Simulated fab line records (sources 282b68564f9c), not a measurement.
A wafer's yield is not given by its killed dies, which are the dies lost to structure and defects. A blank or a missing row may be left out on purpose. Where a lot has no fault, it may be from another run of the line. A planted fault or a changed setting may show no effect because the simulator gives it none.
fab line records ; flow ritCmos
[record] lots = 13; wafers = 39; lastDay = 8
route steps=202 shown ACTIVE@14 M1@202
lots untouched by any fault: they come from a run of this same line in which no faults occurred
startH: hours from the record's first day to the start of the lot's first wafer shown ; waitH: time in hours since the lot's previous step ; " unchanged from the row above ; L1.1+2: several wafers, shown together as one row ; - either no value or no given start ; * or withheld: withheld ; < > ~ a bound
route shown NAME@n: a module of which the file shows steps, and the number in the route of the first ; usual: the fault-free wafers' mean and standard deviation ; same: alike in all rows ; chamber/n: place in a boat ; sites: readings site by site ; _std_site: the values' standard deviation ; _edge_site: outer sites' mean less inner sites' ; radiusMm: how far each site lies from the wafer's centre ; mask NAME#n: copy n ; behind: the tool/chamber that last shaped the wafer ; hold: reason for holding the lot/hours on hold/outcome of the hold ; device: the n, p or np transistor that did not switch ; end of line: tests of these same wafers at the route's end ; a step given without rows: its recipe and nothing more ; killed: dies lost to structure and defects at the first sort, not the wafer's yield ; map: a wafer's dies, x killed, . not, _ none there
set.NAME: setting as actually run; set.NAME@STEP: the setting as run at that earlier step ; model.NAME: the simulator's own value behind a step, which no gauge read
route steps across a sampled set of lots; one table per step, one row per wafer
services: a tool's chamber out of use, with start hour (startH, from the record's first day; less than 0 if before it), hours out, and reason
[[steps]]
[step RIT_ACTIVE_ETCH_13]
[recipe] stopOn = SiO2; chemistry = SF6; target = Si3N4; timeS = 210; overEtchFrac = 0.4; SF6_flow_sccm = 200; pressureMtorr = 260; rfW = 125; targetDepthA = 2100
[usual] chamberPressureMTorr = 259.99/0.24; drypumpMotorCurrentA = 5.4/0.45; oesProductAu = 0.816/0.017; overEtchFrac = 0.4/0; throttleValvePct = 7.48/0.098
lot.wafer;tool;chamber;startH;waitH;chamberPressureMTorr;drypumpMotorCurrentA;oesProductAu;overEtchFrac;rfHoursCounterH;throttleValvePct
L276.3;rieDiel-02;0;15.92;0.1;259.75;5.8;0.792;0.4;128;7.77
L276.5;rieDiel-02;3;15.92;0.1;259.85;6.1;0.816;0.4;-;7.51
L276.6;rieDiel-02;0;15.92;0.1;259.76;5.8;0.788;0.4;-;7.75
L278.1;rieDiel-03;0;28.25;0.1;259.94;5.8;0.802;0.4;74;7.59
L278.4;rieDiel-03;3;28.25;0.1;259.94;5.1;0.809;0.4;5;7.50
L278.5;rieDiel-03;2;28.25;0.1;259.59;4.7;0.840;0.4;-;7.37
L279.2;rieDiel-01;3;31.80;0.1;259.91;5.1;0.814;0.4;3;7.46
L279.3;rieDiel-01;2;31.80;0.1;260.00;4.8;0.818;0.4;45;7.53
L279.5;rieDiel-01;1;31.80;0.1;260.17;5.6;0.820;0.4;-;7.48
L280.1;rieDiel-03;0;37.56;0.1;259.86;5.9;0.793;0.4;74;7.59
L280.4;rieDiel-03;2;37.56;0.1;260.27;4.7;0.833;0.4;122;7.36
L280.6;rieDiel-03;3;37.56;0.1;259.74;5.1;0.800;0.4;-;7.48
L282.1;rieDiel-03;3;47.35;0.1;259.79;5.1;0.809;0.4;5;7.50
L282.2;rieDiel-03;0;47.35;0.1;260.27;5.9;0.796;0.4;74;7.58
L282.4;rieDiel-03;1;47.35;0.1;260.05;5.5;0.839;0.4;94;7.33
L283.1;rieDiel-03;3;52.34;0.1;259.51;5.1;0.802;0.4;5;7.51
L283.3;rieDiel-03;0;52.34;0.1;260.00;5.8;0.787;0.4;74;7.58
L283.6;rieDiel-03;2;52.34;0.1;260.11;4.7;0.835;0.4;-;7.37
L284.1;rieDiel-03;3;58.51;0.1;260.06;5.1;0.818;0.4;5;7.52
L284.2;rieDiel-03;1;58.51;0.1;259.70;5.5;0.736;0.76245;94;7.34
L284.4;rieDiel-03;2;58.51;0.1;259.76;4.7;0.838;0.4;123;7.35
L293.1;rieDiel-01;0;101.29;0.1;259.74;5.2;0.837;0.4;9;7.45
L293.4;rieDiel-01;1;101.29;0.1;259.94;5.6;0.798;0.4;116;7.49
L293.6;rieDiel-01;3;101.29;0.1;259.69;5.1;0.787;0.4;-;7.44
L294.3;rieDiel-01;2;105.79;0.1;259.89;4.8;0.821;0.4;47;7.52
L294.4;rieDiel-01;3;105.79;0.1;260.02;5.1;0.810;0.4;5;7.45
L294.5;rieDiel-01;2;105.79;0.1;259.93;4.8;0.812;0.4;-;7.52
L296.2;rieDiel-01;1;118.14;0.1;260.01;5.6;0.821;0.4;116;7.48
L296.3;rieDiel-01;2;118.14;0.1;260.33;4.9;0.819;0.4;47;7.51
L296.5;rieDiel-01;0;118.14;0.1;260.17;5.2;0.849;0.4;-;7.44
L297.2;rieDiel-02;1;123.08;0.1;259.94;6.0;0.797;0.4;15;7.51
L297.5;rieDiel-02;3;123.08;0.1;260.09;6.1;0.834;0.4;-;7.48
L297.6;rieDiel-02;0;123.08;0.1;260.44;5.8;0.786;0.4;-;7.79
L298.3;rieDiel-02;2;125.44;0.1;260.10;6.3;0.822;0.4;82;7.30
L298.4;rieDiel-02;1;125.44;0.1;259.63;6.0;0.796;0.4;15;7.52
L298.5;rieDiel-02;1;125.44;0.1;259.97;6.0;0.802;0.4;-;7.51
L299.1;rieDiel-01;1;130.93;0.1;260.28;5.6;0.810;0.4;116;7.49
L299.2;rieDiel-01;3;130.93;0.1;260.25;5.1;0.802;0.4;5;7.47
L299.3;rieDiel-01;2;130.93;0.1;260.05;4.8;0.819;0.4;47;7.53
[step RIT_M1_PROBE_99]
[usual] killedAtContacts = 0.1/0.27; killedAtFrontEnd = 6.5/2.8; killedDies = 6.6/2.8; killedOpen = 3.5/2; killedShort = 3.2/1.8
[same] grossDies = 264; killed_at_M0_to_M3 = 0; killed_at_M4_up = 0; killedAtBackSide = 0; killedAtOther = 0
lot.wafer;tool;chamber;startH;waitH;killedAtContacts;killedAtFrontEnd;killedDies;killedOpen;killedShort
L283.1;prober-01;-;101.49;0.1;0;7;7;5;2
L283.3;prober-01;-;101.59;0.2;0;4;4;1;3
L283.6;prober-01;-;101.74;0.2;0;7;7;4;3
L284.2;prober-02;-;107.94;0.1;0;8;8;2;4
L293.1;prober-02;-;152.33;0.1;0;3;3;0;3
L293.4;prober-02;-;152.48;0.2;0;7;7;5;2
L293.6;prober-02;-;152.58;0.2;0;8;8;3;5
L296.2;prober-01;-;166.20;0.1;0;5;5;4;1
L296.3;prober-01;-;166.25;0.2;0;4;4;4;0
L296.5;prober-01;-;166.35;0.2;0;13;13;4;9
// killed by level:class
L283.1 GATE:geometricParticle:open=2 REOX:geometricParticle:open=1 SPACER:geometricParticle:open=1 SPACER:geometricParticle:short=1 SILICIDE:geometricParticle:open=1 SILICIDE:geometricParticle:short=1
L283.3 FOX1:geometricParticle:short=2 GATE:geometricParticle:open=1 GATE:geometricParticle:short=1
L283.6 FOX1:geometricParticle:short=1 FOX2:geometricParticle:open=1 FOX2:geometricParticle:short=1 GATE:geometricParticle:open=1 REOX:geometricParticle:open=1 SPACER:geometricParticle:short=1 SILICIDE:geometricParticle:open=1
L284.2 SPACER:geometricParticle:short=2 FOX1:geometricParticle:open=1 GATE:geometricParticle:short=1 SILICIDE:geometricParticle:open=1 SILICIDE:geometricParticle:short=1 PWELL:coatMicrobubblePrinted=1 ACTIVE:areaEtch=1
L293.1 GATE:geometricParticle:short=2 SPACER:geometricParticle:short=1
L293.4 FOX1:geometricParticle:open=2 GATE:geometricParticle:open=2 FOX1:geometricParticle:short=1 GATE:geometricParticle:short=1 REOX:geometricParticle:open=1
L293.6 GATE:geometricParticle:open=3 GATE:geometricParticle:short=2 REOX:geometricParticle:short=2 FOX2:geometricParticle:short=1
L296.2 GATE:geometricParticle:open=2 FOX1:geometricParticle:open=1 GATE:geometricParticle:short=1 SPACER:geometricParticle:open=1
L296.3 GATE:geometricParticle:open=4
L296.5 REOX:geometricParticle:short=4 GATE:geometricParticle:open=3 GATE:geometricParticle:short=2 FOX1:geometricParticle:short=1 FOX2:geometricParticle:short=1 REOX:geometricParticle:open=1 SPACER:geometricParticle:short=1
[[services]]
tool;chamber;startH;hours;kind
rieDiel-03;0;16.02;7.1;repair
rieDiel-01;-;17.81;1.2;repair
[[key]]
[firstSign] step = RIT_ACTIVE_ETCH_13; reading = overEtchFrac; direction = up; sigmas = 99+; usual = 0.4; struck = 0.76245
[effect] step = RIT_ACTIVE_ETCH_13; reading = oesProductAu; direction = down; sigmas = 4.7; usual = 0.816; struck = 0.736
metAt RIT_ACTIVE_ETCH_13
struckLots L284
struckWafers L284.2
testerLeftOut L284
onsetBetween 47.35 58.51
[fault] kind = processParameterDrift; tool = rieDiel-03; chamber = 1; onsetH = 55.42; steps = RIT_ACTIVE_ETCH_13; channel = overEtchFrac; offset = 0.36245; shape = step; endH = 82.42; stated = 0.4
// testerLeftOut: of these lots the tester's yield and bins aren't shown, on N5 and GAA mostly nor the transistor test; their killed dies are dies lost to structure and defects alone, not to doping, threshold or leakage, so they don't give the yield
